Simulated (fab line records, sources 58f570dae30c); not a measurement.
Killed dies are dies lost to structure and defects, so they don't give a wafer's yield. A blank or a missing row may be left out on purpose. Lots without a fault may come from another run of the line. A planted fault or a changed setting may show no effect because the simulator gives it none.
A struck lot beside a sound one | flow berkeley_cmos170 | 14 steps out of a route of 331
Sound: wafers L358.2, L358.5, L358.6. Struck: wafers L366.1, L366.3, L366.6. The cause comes at the end.
At each step with rows: each side's tool, then ch and its chambers, then its first start. Under that, the readings that differ: sound wafers | struck wafers | difference of the means | sigmas: that difference in standard deviations of wafers without a fault.
alike: readings whose means differ by less than 2 such deviations, and words and numbers that are the same on both sides. not compared: withheld readings, readings that some wafer has no value for, bounds like >300 that may hide the same value, and numbers for which the record gives no deviation and whose values overlap.
The two part at a step that has a row with sigmas, a row that says differs or no value, or rows on one side only. Numbers that don't overlap but have no deviation are shown without sigmas and don't part them. A reading that every wafer of one side lacks parts them only if that side has two wafers or more.

first, 1 step without rows for these wafers: UCB170_CONTACT_CLEAN_07 (cleans in SPM, time 600 s).
UCB170_CONTACT_RTA_08: time 10 s.
  sound on rtp_anneal-02 ch 0, day 8 02:32; struck on rtp_anneal-01 ch 0, day 10 12:36
  alike: chamber_o2_ppm, lamp_power_pct, wafer_temp_C_max
then, 6 steps without rows for these wafers: UCB170_CONTACT_COAT_09; UCB170_CONTACT_COAT_10 (resist thk 900 nm); UCB170_CONTACT_SOFTBAKE_11 (time 60 s); UCB170_CONTACT_EXPOSE_12 (exposes mask CONT, target cd 700 nm); UCB170_CONTACT_PEB_13; UCB170_CONTACT_DEVELOP_14 (develop time 45 s).
UCB170_CONTACT_CD_MEAS_15: target cd 700 nm.
  sound on cd_sem-02, day 8 03:50; struck on cd_sem-02, day 10 13:45
  alike: cd_nm
UCB170_CONTACT_OVL_MEAS_16:
  sound on overlay-01, day 8 03:56; struck on overlay-02, day 10 13:52
  reading          | sound    | struck   | difference | sigmas
  CONTACT_OVL (nm) | 10 -1 12 | 0 -18 -8 | -16        | -2
UCB170_CONTACT_ETCH_17: etches BARC in N2/H2.
  sound on rie_diel-04 ch 0,2,3, day 8 03:58; struck on rie_diel-04 ch 0,3, day 10 13:54
  alike: drypump_motor_current_A, oes_product_au, throttle_valve_pct
UCB170_CONTACT_ETCH_18: etches PSG in CHF3/CF4/Ar, stops on TiSi2, target depth 840 nm, time 195 s.
  sound on rie_diel-04 ch 0,2,3; struck on rie_diel-04 ch 0,3
  alike: drypump_motor_current_A, mfc_ar_sccm, oes_product_au, throttle_valve_pct
  not compared: rf_hours_counter_h
UCB170_CONTACT_STRIP_19: strips in O2.
  sound on plasma_asher-03 ch 0,1, day 8 04:08; struck on plasma_asher-02 ch 1, day 10 14:04
  no value came back on the struck wafers for chamber_pressure_mTorr (mTorr), drypump_motor_current_A (A), oes_product_au (a.u.); on the sound wafers chamber_pressure_mTorr (mTorr) reads 3501 3495 3501
  reading                                  | sound | struck          | difference | sigmas
  model.KrF_of_CONTACT_COAT_10.thk_nm (nm) | 0 0 0 | 691.8 692.5 689 | +691.1     |
  not compared: rf_hours_counter_h
UCB170_CONTACT_CD_MEAS_90: target cd 700 nm.
  sound on cd_sem-02, day 8 04:21; struck on cd_sem-01, day 10 14:10
  alike: cd_nm

WHERE THEY PART
First at UCB170_CONTACT_OVL_MEAS_16; last, within this record, at UCB170_CONTACT_STRIP_19. Later steps at which nothing parts them and some readings are alike: UCB170_CONTACT_CD_MEAS_90.

WHY: what the simulator had put in
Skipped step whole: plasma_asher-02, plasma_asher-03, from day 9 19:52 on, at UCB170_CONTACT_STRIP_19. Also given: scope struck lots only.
